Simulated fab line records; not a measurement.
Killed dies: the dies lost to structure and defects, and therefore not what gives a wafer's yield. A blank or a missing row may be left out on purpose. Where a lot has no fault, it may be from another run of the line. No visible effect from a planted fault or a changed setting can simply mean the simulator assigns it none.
fab line records ; flow ritCmos
record lots=13; wafers=39; lastDay=7
route steps=202 shown ACTIVE@9 M1@202
lots with no fault: from the same line, run without faults
startH: start of the lot's first displayed wafer, in hours after the record's first day ; waitH: hours elapsed since this lot's preceding step ; " the same as in the row above ; L1.1+2: several wafers, shown together as one row ; - no value, or no start was given ; * or withheld: withheld ; < > ~ a bound
route shown NAME@n: a module of which the file shows steps, and the number in the route of the first ; usual: mean and standard deviation over wafers with no fault ; same: alike in all rows ; chamber/n: place in a boat ; sites: readings site by site ; _std_site: the standard deviation of these ; _edge_site: inner sites' mean taken away from outer sites' mean ; radiusMm: for every site, how far away it sits from the centre of the wafer ; mask NAME#n: copy n ; behind: the tool/chamber that last shaped the wafer ; hold: cause of the lot's hold/its duration in hours/its outcome ; device: the transistor (n, p or np) that didn't switch ; end of line: at the end of the route, the tests of the same wafers ; where a step has no rows: the recipe by itself ; killed: at the first sort, the dies lost to defects and structure; wafer yield is something else ; map: per-die view of a wafer (x killed, . not killed, _ where there is no die)
set.NAME: setting as actually run; set.NAME@STEP: the setting as run at that earlier step ; model.NAME: the simulator's own value behind a step, which no gauge read
the route's steps for a sample of lots (tables are steps, rows are wafers)
services: the hour from which a tool's chamber was out of use, counted from the record's first day as startH (under 0 if before that day), plus the number of hours and why
## steps
# step RIT_ACTIVE_EXPOSE_08
# recipe maskId=M1; na=0.6; sourceShape=conventional; sigmaOuter=0.6; targetCdNm=1400; doseMj=225
# usual focusOffsetNm=0.0/0.58
lot.wafer;tool;chamber;startH;waitH;mask;focusOffsetNm
L516.1;ilineStepper-02;0;14.90;0.2;M1#0;0.5
L516.3;ilineStepper-02;0;14.90;0.2;M1#0;-0.1
L516.6;ilineStepper-02;0;14.90;0.2;M1#0;-0.3
L518.1;ilineStepper-01;0;24.16;0.2;M1#0;-0.6
L518.5;ilineStepper-01;0;24.16;0.2;M1#0;-0.2
L518.6;ilineStepper-01;0;24.16;0.2;M1#0;-0.6
L519.1;ilineStepper-02;0;29.16;0.2;M1#0;0.4
L519.3;ilineStepper-02;0;29.16;0.2;M1#0;0.6
L519.4;ilineStepper-02;0;29.16;0.2;M1#0;0.8
L521.1;ilineStepper-01;0;40.19;0.2;M1#0;0.3
L521.4;ilineStepper-01;0;40.19;0.2;M1#0;-0.1
L521.5;ilineStepper-01;0;40.19;0.2;M1#0;-0.5
L525.1;ilineStepper-01;0;59.95;0.2;M1_R1#0;0.0
L525.2;ilineStepper-01;0;59.95;0.2;M1_R1#0;0.6
L525.4;ilineStepper-01;0;59.95;0.2;M1_R1#0;0.7
L526.2;ilineStepper-01;0;67.27;0.1;M1#0;-0.2
L526.3;ilineStepper-01;0;67.27;0.1;M1#0;0.6
L526.6;ilineStepper-01;0;67.27;0.1;M1#0;-0.6
L529.4;ilineStepper-01;0;79.59;0.2;M1#0;1.0
L529.5;ilineStepper-01;0;79.59;0.2;M1#0;0.6
L529.6;ilineStepper-01;0;79.59;0.2;M1#0;0.6
L534.2;ilineStepper-01;0;105.55;0.2;M1#0;-1.5
L534.5;ilineStepper-01;0;105.55;0.2;M1#0;-0.5
L534.6;ilineStepper-01;0;105.55;0.2;M1#0;-0.7
L535.4;ilineStepper-01;0;109.30;0.1;M1#0;0.5
L535.5;ilineStepper-01;0;109.30;0.1;M1#0;0.7
L535.6;ilineStepper-01;0;109.30;0.1;M1#0;-0.2
L536.1;ilineStepper-01;0;115.63;0.1;M1#0;-1.3
L536.3;ilineStepper-01;0;115.63;0.1;M1#0;-0.1
L536.6;ilineStepper-01;0;115.63;0.1;M1#0;0.0
L537.1;ilineStepper-01;0;119.75;0.1;M1#0;0.1
L537.4;ilineStepper-01;0;119.75;0.1;M1#0;0.5
L537.6;ilineStepper-01;0;119.75;0.1;M1#0;0.5
L538.4;ilineStepper-01;0;125.72;0.1;M1#0;0.1
L538.5;ilineStepper-01;0;125.72;0.1;M1#0;0.1
L538.6;ilineStepper-01;0;125.72;0.1;M1#0;0.1
L539.2;ilineStepper-02;0;129.36;0.2;M1#0;0.4
L539.3;ilineStepper-02;0;129.36;0.2;M1#0;1.0
L539.6;ilineStepper-02;0;129.36;0.2;M1#0;-0.4
# step RIT_ACTIVE_CD_MEAS_11
# recipe targetCdNm=1400
# usual cdNm=1400.7/2.3
lot.wafer;tool;chamber;startH;waitH;cdNm
L516.1;cdSem-02;-;15.30;-;1395.7
L516.3;cdSem-02;-;15.30;-;1398.4
L516.6;cdSem-02;-;15.30;-;1397.0
L518.1;cdSem-01;-;24.56;-;1404.6
L518.5;cdSem-01;-;24.56;-;1403.9
L518.6;cdSem-01;-;24.56;-;1405.4
L519.1;cdSem-02;-;29.56;-;1400.9
L519.3;cdSem-02;-;29.56;-;1401.7
L519.4;cdSem-02;-;29.56;-;1399.0
L521.1;cdSem-01;-;40.59;-;1402.7
L521.4;cdSem-01;-;40.59;-;1401.1
L521.5;cdSem-01;-;40.59;-;1400.2
L525.1;cdSem-02;-;60.35;-;1278.1
L525.2;cdSem-02;-;60.35;-;1279.0
L525.4;cdSem-02;-;60.35;-;1279.4
L526.2;cdSem-02;-;67.67;-;1399.1
L526.3;cdSem-02;-;67.67;-;1396.5
L526.6;cdSem-02;-;67.67;-;1398.0
L529.4;cdSem-02;-;79.99;-;1398.8
L529.5;cdSem-02;-;79.99;-;1398.3
L529.6;cdSem-02;-;79.99;-;1398.4
L534.2;cdSem-02;-;105.98;-;1400.0
L534.5;cdSem-02;-;105.98;-;1398.5
L534.6;cdSem-02;-;105.98;-;1400.6
L535.4;cdSem-02;-;109.70;-;1398.1
L535.5;cdSem-02;-;109.70;-;1398.3
L535.6;cdSem-02;-;109.70;-;1397.8
L536.1;cdSem-02;-;116.13;-;1400.4
L536.3;cdSem-02;-;116.13;-;1400.5
L536.6;cdSem-02;-;116.13;-;1400.7
L537.1;cdSem-01;-;120.15;-;1399.5
L537.4;cdSem-01;-;120.15;-;1399.4
L537.6;cdSem-01;-;120.15;-;1400.1
L538.4;cdSem-02;-;126.12;-;1397.0
L538.5;cdSem-02;-;126.12;-;1399.6
L538.6;cdSem-02;-;126.12;-;1397.2
L539.2;cdSem-01;-;129.76;-;1402.8
L539.3;cdSem-01;-;129.76;-;1400.0
L539.6;cdSem-01;-;129.76;-;1403.5
# step RIT_M1_PROBE_99
# usual killedAtContacts=0.1/0.32; killedAtFrontEnd=7/3; killedDies=7/3.1; killedOnRim=1.9/1.5; killedOpen=3.3/1.8; killedShort=3.6/2
# same grossDies=264; killed_at_M0_to_M3=0; killed_at_M4_up=0; killedAtBackSide=0; killedAtOther=0
lot.wafer;tool;chamber;startH;waitH;killedAtContacts;killedAtFrontEnd;killedDies;killedOnRim;killedOpen;killedShort
L525.2;prober-02;-;109.43;0.1;0;13;13;3;7;4
# killed by level:class
L525.2 SPACER:geometricParticle:open=4 GATE:geometricParticle:short=2 ACTIVE:areaExpose=2 FOX2:geometricParticle:open=1 FOX2:geometricParticle:short=1 GATE:geometricParticle:open=1 SPACER:geometricParticle:short=1 SILICIDE:geometricParticle:open=1
## services
tool;chamber;startH;hours;kind
ilineStepper-01;0;-3.97;-;calibration
ilineStepper-01;-;35.95;1.7;pm
ilineStepper-02;0;58.50;-;calibration
ilineStepper-01;-;90.75;4.4;pm
ilineStepper-02;-;97.09;1.7;pm
## key
firstSign step=RIT_ACTIVE_EXPOSE_08; reading=mask; direction=changed
effect step=RIT_ACTIVE_CD_MEAS_11; reading=cdNm; direction=down; sigmas=53; usual=1400.7; struck=1278.8
metAt RIT_ACTIVE_EXPOSE_08
struckLots L525
testerLeftOut L525
onsetBetween 40.19 59.95
fault kind=wrongMask; tool=any; chamber=-; onsetH=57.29; steps=RIT_ACTIVE_EXPOSE_08; auxCopy=M1_R1#0; cdOffsetNm=-120; scope=struckLotsOnly
# testerLeftOut: of these lots the tester's yield and bins aren't shown, on N5 and GAA mostly nor the transistor test; their killed dies are dies lost to structure and defects alone, not to doping, threshold or leakage, so they don't give the yield
